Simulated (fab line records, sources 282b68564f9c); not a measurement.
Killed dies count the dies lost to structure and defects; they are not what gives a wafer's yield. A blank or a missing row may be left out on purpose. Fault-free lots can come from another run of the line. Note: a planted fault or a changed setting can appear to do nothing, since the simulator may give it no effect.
What tool caused it?	flow ritCmos	7 lots, 21 wafers sampled, at 3 steps of a route of 202

## WHAT EACH GAUGE READ, for each wafer
RIT_GATE_THK_MEAS_07.
lot	measured	on	GATE_OXIDE_THK (nm)
L207	day 3 10:20	filmMetro-03	3.07 3.00 3.00
L211	day 3 21:02	filmMetro-02	3.02 2.97 3.05
L212	day 4 05:24	filmMetro-02	2.96 3.05 3.09
L218	day 5 04:11	filmMetro-01	2.89 3.03 2.95
L221	day 5 18:20	filmMetro-01	4.94 4.90 4.95
L226	day 6 15:20	filmMetro-01	3.02 3.09 3.02
L229	day 7 09:23	filmMetro-03	3.11 3.07 3.08

## WHICH TOOL RAN EACH LOT (tool, then ch and the chambers of the sampled wafers, then the start)
lot	RIT_ACTIVE_STRIP_14	RIT_GATE_OXIDATION_05
L207	plasmaAsher-03 ch 0,1, day 2 00:07	furnace-01 ch 0, day 3 06:33
L211	plasmaAsher-04 ch 0,1, day 2 19:23	furnace-03 ch 0, day 3 19:43
L212	plasmaAsher-02 ch 0,1, day 3 03:49	furnace-03 ch 0, day 4 01:31
L218	plasmaAsher-02 ch 0,1, day 4 04:26	furnace-01 ch 0, day 5 02:05
L221	plasmaAsher-03 ch 0,1, day 4 18:43	furnace-03 ch 0, day 5 16:01
L226	plasmaAsher-04 ch 0,1, day 5 19:45	furnace-01 ch 0, day 6 13:57
L229	plasmaAsher-04 ch 0,1, day 6 12:44	furnace-01 ch 0, day 7 07:34
- RIT_ACTIVE_STRIP_14: strips in O2, time 180 s.
- RIT_GATE_OXIDATION_05: target thk 3 nm, ox time 270 s.

## THE ANSWER, worked out from the rows above alone
Rule: the usual values come from the lots themselves. Put in order of their means at a reading, lots are off if they are a third of the lots or fewer, leave a main group of 4 or more, and stand apart from it by a gap of 3 or more times the standard deviation of the main group's means; of several such gaps the widest counts. A main group whose means are all the same, to the digits that the tables above print for the reading, isn't used. Also off: a lot with no number at a reading for which 4 or more lots have one. Any other lot the step has rows for is counted as sound.
Off: L221, seen at RIT_GATE_THK_MEAS_07 (GATE_OXIDE_THK). Mean 3.03 nm and standard deviation 0.039 in the main group.
If a tool, at a process step before that reading, ran all the lots that are off and no sound lot after the first of them, it fits. Gauges at RIT_GATE_THK_MEAS_07: tried the same way as those tools. Undecided on this evidence; 2 tools fit (plasmaAsher-03 at RIT_ACTIVE_STRIP_14, furnace-03 at RIT_GATE_OXIDATION_05).

## WHAT WAS PUT IN BY THE SIMULATOR
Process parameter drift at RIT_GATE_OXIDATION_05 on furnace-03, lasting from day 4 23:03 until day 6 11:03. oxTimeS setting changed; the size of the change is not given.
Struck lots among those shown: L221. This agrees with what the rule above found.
